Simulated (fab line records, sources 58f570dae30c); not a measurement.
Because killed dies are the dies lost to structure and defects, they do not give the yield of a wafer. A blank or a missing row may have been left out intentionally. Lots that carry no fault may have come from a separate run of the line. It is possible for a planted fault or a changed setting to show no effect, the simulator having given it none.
What tool caused it?    flow berkeleyCmos170    21 wafers from 7 lots sampled at 2 of the route's 331 steps

== WHAT THE GAUGES SHOWED, per wafer ==
UCB170_PWELL_TW_MEAS_17.
lot   measured     on            PWELL_TW
L305  day 3 13:22  filmMetro-03  379.4 379.9 380.4
L307  day 3 20:11  filmMetro-03  379.4 381.6 380.7
L311  day 4 21:58  filmMetro-03  383.9 383.2 383.2
L315  day 5 21:02  filmMetro-03  385.1 384.6 384.9
L321  day 6 21:56  filmMetro-03  383.0 381.2 381.7
L323  day 7 09:04  filmMetro-01  380.3 382.3 380.3
L326  day 7 17:40  filmMetro-03  381.6 381.8 380.4

== EACH LOT AND THE TOOL THAT RAN IT (in order: tool; ch and the chambers of the sampled wafers; start) ==
lot   UCB170_PWELL_OXIDATION_02
L305  furnace-02 ch 0, day 3 02:20
L307  furnace-03 ch 0, day 3 10:10
L311  furnace-02 ch 0, day 4 12:26
L315  furnace-04, day 5 11:53
L321  furnace-04 ch 0, day 6 15:46
L323  furnace-03 ch 0, day 6 20:36
L326  furnace-04 ch 0, day 7 08:43
- UCB170_PWELL_OXIDATION_02: target thk 26.4 nm, ox time 1260 s.

== THE ANSWER, worked out from the rows above alone ==
Rule: the usual values come from the lots themselves. The widest of any qualifying gaps counts: lots, ordered by their means at a reading, are off when they make up no more than a third of the lots, leave a main group of 4 or more, and stand apart from it by 3 or more times the standard deviation of that group's means. If all means in a main group match to the digits the tables above print for the reading, that group is not used. Also off: a lot with no number at a reading for which 4 or more lots have one. The other lots that the step has rows for count as sound.
Across all readings shown, no lot is off: no conclusion can be drawn from this.

== WHAT THE SIMULATOR PUT IN ==
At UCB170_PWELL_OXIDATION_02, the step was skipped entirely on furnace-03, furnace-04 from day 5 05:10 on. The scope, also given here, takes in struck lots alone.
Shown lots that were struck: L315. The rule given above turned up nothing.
